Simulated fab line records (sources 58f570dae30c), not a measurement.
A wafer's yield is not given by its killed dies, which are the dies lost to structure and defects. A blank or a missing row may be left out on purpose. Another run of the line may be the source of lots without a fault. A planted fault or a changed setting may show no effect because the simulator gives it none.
Which of the tools did it? || flow berkeley_cmos170 || 42 wafers from 14 lots sampled at 3 of the route's 331 steps

WHAT THE GAUGES READ, wafer by wafer
UCB170_PFIELD_TW_MEAS_09.
{"lot": "L263", "measured": "day 4 01:08", "on": "film_metro-03", "PFIELD_TW": "601 600 605"}
{"lot": "L264", "measured": "day 4 12:04", "on": "film_metro-03", "PFIELD_TW": "601 607 602"}
{"lot": "L265", "measured": "day 4 11:35", "on": "film_metro-03", "PFIELD_TW": "603 603 603"}
{"lot": "L268", "measured": "day 5 07:42", "on": "film_metro-03", "PFIELD_TW": "540 539 539"}
{"lot": "L270", "measured": "day 5 21:06", "on": "film_metro-04", "PFIELD_TW": "603 605 605"}
{"lot": "L271", "measured": "day 5 20:53", "on": "film_metro-01", "PFIELD_TW": "541 543 545"}
{"lot": "L276", "measured": "day 7 00:19", "on": "film_metro-01", "PFIELD_TW": "608 606 611"}
{"lot": "L278", "measured": "day 7 14:46", "on": "film_metro-03", "PFIELD_TW": "602 603 602"}
{"lot": "L280", "measured": "day 7 20:11", "on": "film_metro-01", "PFIELD_TW": "611 611 610"}
{"lot": "L281", "measured": "day 8 04:44", "on": "film_metro-03", "PFIELD_TW": "600 596 602"}
{"lot": "L283", "measured": "day 8 09:16", "on": "film_metro-01", "PFIELD_TW": "612 611 611"}
{"lot": "L282", "measured": "day 8 09:23", "on": "film_metro-03", "PFIELD_TW": "598 598 599"}
{"lot": "L284", "measured": "day 8 09:41", "on": "film_metro-04", "PFIELD_TW": "604 602 604"}
{"lot": "L286", "measured": "day 9 00:13", "on": "film_metro-04", "PFIELD_TW": "601 602 601"}

TOOL THAT RAN EACH LOT (tool first, then ch and the chambers of the sampled wafers, then the start)
{"lot": "L263", "UCB170_NWELL_STRIP_15": "plasma_asher-01 ch 0,1, day 2 04:13", "UCB170_PFIELD_IMPLANT_07": "implanter-03 ch 0, day 4 00:54"}
{"lot": "L264", "UCB170_NWELL_STRIP_15": "plasma_asher-04 ch 0,1, day 2 11:40", "UCB170_PFIELD_IMPLANT_07": "implanter-03 ch 0, day 4 11:49"}
{"lot": "L265", "UCB170_NWELL_STRIP_15": "plasma_asher-04 ch 1, day 2 15:48", "UCB170_PFIELD_IMPLANT_07": "implanter-03 ch 0, day 4 11:20"}
{"lot": "L268", "UCB170_NWELL_STRIP_15": "plasma_asher-04 ch 0,1, day 3 12:20", "UCB170_PFIELD_IMPLANT_07": "implanter-03 ch 0, day 5 07:28"}
{"lot": "L270", "UCB170_NWELL_STRIP_15": "plasma_asher-03 ch 0,1, day 3 21:52", "UCB170_PFIELD_IMPLANT_07": "implanter-02 ch 0, day 5 20:53"}
{"lot": "L271", "UCB170_NWELL_STRIP_15": "plasma_asher-03 ch 0,1, day 3 23:58", "UCB170_PFIELD_IMPLANT_07": "implanter-03 ch 0, day 5 20:38"}
{"lot": "L276", "UCB170_NWELL_STRIP_15": "plasma_asher-01 ch 0,1, day 5 02:47", "UCB170_PFIELD_IMPLANT_07": "implanter-01 ch 0, day 7 00:04"}
{"lot": "L278", "UCB170_NWELL_STRIP_15": "plasma_asher-04 ch 0,1, day 5 10:56", "UCB170_PFIELD_IMPLANT_07": "implanter-01 ch 0, day 7 14:31"}
{"lot": "L280", "UCB170_NWELL_STRIP_15": "plasma_asher-01 ch 0,1, day 5 18:44", "UCB170_PFIELD_IMPLANT_07": "implanter-01 ch 0, day 7 19:56"}
{"lot": "L281", "UCB170_NWELL_STRIP_15": "plasma_asher-03 ch 0,1, day 6 00:39", "UCB170_PFIELD_IMPLANT_07": "implanter-02 ch 0, day 8 04:31"}
{"lot": "L283", "UCB170_NWELL_STRIP_15": "plasma_asher-03 ch 0,1, day 6 09:29", "UCB170_PFIELD_IMPLANT_07": "implanter-01 ch 0, day 8 09:02"}
{"lot": "L282", "UCB170_NWELL_STRIP_15": "plasma_asher-01 ch 0,1, day 6 09:46", "UCB170_PFIELD_IMPLANT_07": "implanter-02 ch 0, day 8 09:09"}
{"lot": "L284", "UCB170_NWELL_STRIP_15": "plasma_asher-01 ch 0,1, day 6 16:32", "UCB170_PFIELD_IMPLANT_07": "implanter-03 ch 0, day 8 09:26"}
{"lot": "L286", "UCB170_NWELL_STRIP_15": "plasma_asher-04 ch 0,1, day 6 22:08", "UCB170_PFIELD_IMPLANT_07": "implanter-01 ch 0, day 8 23:59"}
- UCB170_NWELL_STRIP_15: strips in O2.
- UCB170_PFIELD_IMPLANT_07

WHAT THE TOOLS THEMSELVES READ (means of the sampled wafers that have a number; where no wafer has one, the mark that the record gives instead)
UCB170_NWELL_STRIP_15.
{"lot": "L263", "tool": "plasma_asher-01", "drypump_motor_current_A (A)": 5.4, "oes_product_au (a.u.)": 0.723, "strip_time_to_endpoint_s (s)": 18.05}
{"lot": "L264", "tool": "plasma_asher-04", "drypump_motor_current_A (A)": 5.0, "oes_product_au (a.u.)": 0.723, "strip_time_to_endpoint_s (s)": 18.03}
{"lot": "L265", "tool": "plasma_asher-04", "drypump_motor_current_A (A)": 4.9, "oes_product_au (a.u.)": 0.723, "strip_time_to_endpoint_s (s)": 18.10}
{"lot": "L268", "tool": "plasma_asher-04", "drypump_motor_current_A (A)": 5.0, "oes_product_au (a.u.)": 0.722, "strip_time_to_endpoint_s (s)": 17.97}
{"lot": "L270", "tool": "plasma_asher-03", "drypump_motor_current_A (A)": 6.6, "oes_product_au (a.u.)": 0.720, "strip_time_to_endpoint_s (s)": 18.16}
{"lot": "L271", "tool": "plasma_asher-03", "drypump_motor_current_A (A)": 6.5, "oes_product_au (a.u.)": 0.721, "strip_time_to_endpoint_s (s)": 17.99}
{"lot": "L276", "tool": "plasma_asher-01", "drypump_motor_current_A (A)": 5.4, "oes_product_au (a.u.)": 0.718, "strip_time_to_endpoint_s (s)": 18.09}
{"lot": "L278", "tool": "plasma_asher-04", "drypump_motor_current_A (A)": 5.2, "oes_product_au (a.u.)": 0.725, "strip_time_to_endpoint_s (s)": 18.19}
{"lot": "L280", "tool": "plasma_asher-01", "drypump_motor_current_A (A)": 5.5, "oes_product_au (a.u.)": 0.721, "strip_time_to_endpoint_s (s)": 18.13}
{"lot": "L281", "tool": "plasma_asher-03", "drypump_motor_current_A (A)": 6.5, "oes_product_au (a.u.)": 0.720, "strip_time_to_endpoint_s (s)": 17.95}
{"lot": "L283", "tool": "plasma_asher-03", "drypump_motor_current_A (A)": 6.5, "oes_product_au (a.u.)": 0.719, "strip_time_to_endpoint_s (s)": 18.02}
{"lot": "L282", "tool": "plasma_asher-01", "drypump_motor_current_A (A)": 5.6, "oes_product_au (a.u.)": 0.723, "strip_time_to_endpoint_s (s)": 18.16}
{"lot": "L284", "tool": "plasma_asher-01", "drypump_motor_current_A (A)": 5.4, "oes_product_au (a.u.)": 0.720, "strip_time_to_endpoint_s (s)": 18.10}
{"lot": "L286", "tool": "plasma_asher-04", "drypump_motor_current_A (A)": 5.1, "oes_product_au (a.u.)": 0.722, "strip_time_to_endpoint_s (s)": 18.06}

UCB170_PFIELD_IMPLANT_07.
{"lot": "L263", "tool": "implanter-03", "dose_ions_cm2": 2.0017e+13, "faraday_current_uA": 63.2}
{"lot": "L264", "tool": "implanter-03", "dose_ions_cm2": 1.9980e+13, "faraday_current_uA": 62.5}
{"lot": "L265", "tool": "implanter-03", "dose_ions_cm2": 1.9997e+13, "faraday_current_uA": 63.4}
{"lot": "L268", "tool": "implanter-03", "dose_ions_cm2": 1.3782e+13, "faraday_current_uA": 43.5}
{"lot": "L270", "tool": "implanter-02", "dose_ions_cm2": 2.0018e+13, "faraday_current_uA": 62.1}
{"lot": "L271", "tool": "implanter-03", "dose_ions_cm2": 1.3806e+13, "faraday_current_uA": 42.5}
{"lot": "L276", "tool": "implanter-01", "dose_ions_cm2": 1.9978e+13, "faraday_current_uA": 63.3}
{"lot": "L278", "tool": "implanter-01", "dose_ions_cm2": 1.9968e+13, "faraday_current_uA": 64.2}
{"lot": "L280", "tool": "implanter-01", "dose_ions_cm2": 1.9978e+13, "faraday_current_uA": 63.9}
{"lot": "L281", "tool": "implanter-02", "dose_ions_cm2": 1.9987e+13, "faraday_current_uA": 64.5}
{"lot": "L283", "tool": "implanter-01", "dose_ions_cm2": 1.9996e+13, "faraday_current_uA": 63.3}
{"lot": "L282", "tool": "implanter-02", "dose_ions_cm2": 1.9982e+13, "faraday_current_uA": 63.5}
{"lot": "L284", "tool": "implanter-03", "dose_ions_cm2": 2.0011e+13, "faraday_current_uA": 62.6}
{"lot": "L286", "tool": "implanter-01", "dose_ions_cm2": 1.9974e+13, "faraday_current_uA": 62.3}

THE ANSWER, worked out from the rows above alone
Rule: the usual values come from the lots themselves. Put in order of their means at a reading, lots are off if they are a third of the lots or fewer, leave a main group of 4 or more, and stand apart from it by a gap of 3 or more times the standard deviation of the main group's means; of several such gaps the widest counts. A main group whose means are all the same, to the digits that the tables above print for the reading, isn't used. Also off: a lot with no number at a reading for which 4 or more lots have one. Any other lot the step has rows for is counted as sound. The gauges are gone through in route order, then the tools' own readings, and for those a lot's mean is taken as printed above. At the first step where some lot is off, the reading lying furthest off is the one used; lots without a number count as furthest.
Off: at UCB170_PFIELD_TW_MEAS_09 (PFIELD_TW), L268, L271. Mean 604 and standard deviation 3.9 in the main group.
A tool fits if, at a process step before that reading, it ran every lot that is off, and no sound lot after the first of them. Not tried: the gauges at UCB170_PFIELD_TW_MEAS_09; whatever is off there is also off at UCB170_PFIELD_IMPLANT_07, on other tools, and gauge error can't account for it. None of those tried fits.

WHAT THE SIMULATOR HAD INSERTED
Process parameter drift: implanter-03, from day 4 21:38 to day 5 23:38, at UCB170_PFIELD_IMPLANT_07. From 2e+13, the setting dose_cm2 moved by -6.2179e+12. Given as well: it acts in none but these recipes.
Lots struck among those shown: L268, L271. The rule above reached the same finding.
